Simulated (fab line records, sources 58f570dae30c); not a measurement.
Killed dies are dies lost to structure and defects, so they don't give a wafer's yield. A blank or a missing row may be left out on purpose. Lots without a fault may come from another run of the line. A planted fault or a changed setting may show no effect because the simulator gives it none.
One fault seen from 2 desks | flow berkeley_cmos170 | each desk has only its own numbers; what lay behind them comes last

THE TOOL OWNER'S DESK: litho_track-02
The tool's own readings at UCB170_ZERO_SOFTBAKE_02 (time 60 s): means of the sampled wafers that have a number, for each lot that ran on this tool. A lot is out of limits, marked OUT, if its mean lies more than 4 standard deviations from the usual mean; the brackets give that distance.
Columns: A = heater_power_total_W at UCB170_ZERO_SOFTBAKE_02, usual 56.80 W; B = plate_temp_C at UCB170_ZERO_SOFTBAKE_02, usual 130.02 C
lot  | first seen here | A               | B
L909 | day 2 07:49     | 56.80           | 129.92
L912 | day 3 03:04     | 56.82           | 130.12
L919 | day 4 11:46     | 56.79           | 129.96
L920 | day 4 19:59     | 56.79           | 129.78
L926 | day 5 19:19     | 60.02 (+67) OUT | 135.79 (+41) OUT
L928 | day 6 10:34     | 60.02 (+67) OUT | 135.60 (+40) OUT
This desk's finding: out of limits on L926, L928; first on L926, day 5 19:19 (heater_power_total_W at UCB170_ZERO_SOFTBAKE_02). In limits: L909, L912, L919, L920.

THE METROLOGY DESK
What the gauges read, lot by lot, whatever tool the lot ran on: means of the sampled wafers that have a number. A lot is out of limits, marked OUT, if its mean lies more than 4 standard deviations from the usual mean; the brackets give that distance.
Columns: A = NWELL_TW at UCB170_NWELL_TW_MEAS_16, usual 1243; B = PWELL_NITRIDE_THK at UCB170_PWELL_THK_MEAS_06, usual 220.9 nm
lot  | first seen here | A    | B
L906 | day 2 06:18     | 1238 | 218.0
L908 | day 2 13:01     | 1247 | 220.7
L909 | day 2 19:58     | 1263 | 216.2
L910 | day 3 07:35     | 1245 | 218.2
L911 | day 3 07:41     | 1244 | 220.0
L912 | day 3 20:41     | 1246 | 221.0
L914 | day 4 14:59     | 1254 | 219.1
L915 | day 4 15:59     | 1246 | 220.6
L917 | day 4 21:58     | 1244 | 221.9
L919 | day 5 02:21     | 1249 | 221.8
L920 | day 5 09:49     | 1233 | 222.1
L926 | day 6 07:04     | 1240 | 222.2
L927 | day 6 19:28     | 1251 | 224.4
L928 | day 6 21:41     | 1247 | 223.5
This desk's finding: nothing out of limits on any of the 14 lots.

PUT TOGETHER
The tool owner's desk could have raised an alarm at day 5 19:19, on L926, L928.
The metrology desk saw nothing out of limits.
The metrology desk has L926, L928 on record, within its limits.
Of the lots named, all ran UCB170_ZERO_SOFTBAKE_02 on litho_track-02.

WHAT THE SIMULATOR HAD PUT IN
Process parameter drift: litho_track-02, from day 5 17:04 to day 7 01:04, at UCB170_ZERO_SOFTBAKE_02. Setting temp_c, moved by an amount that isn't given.
Lots struck among those shown: L926, L928.
Hours from the fault's start to each desk's first reading out of limits: the tool owner's desk, 2.
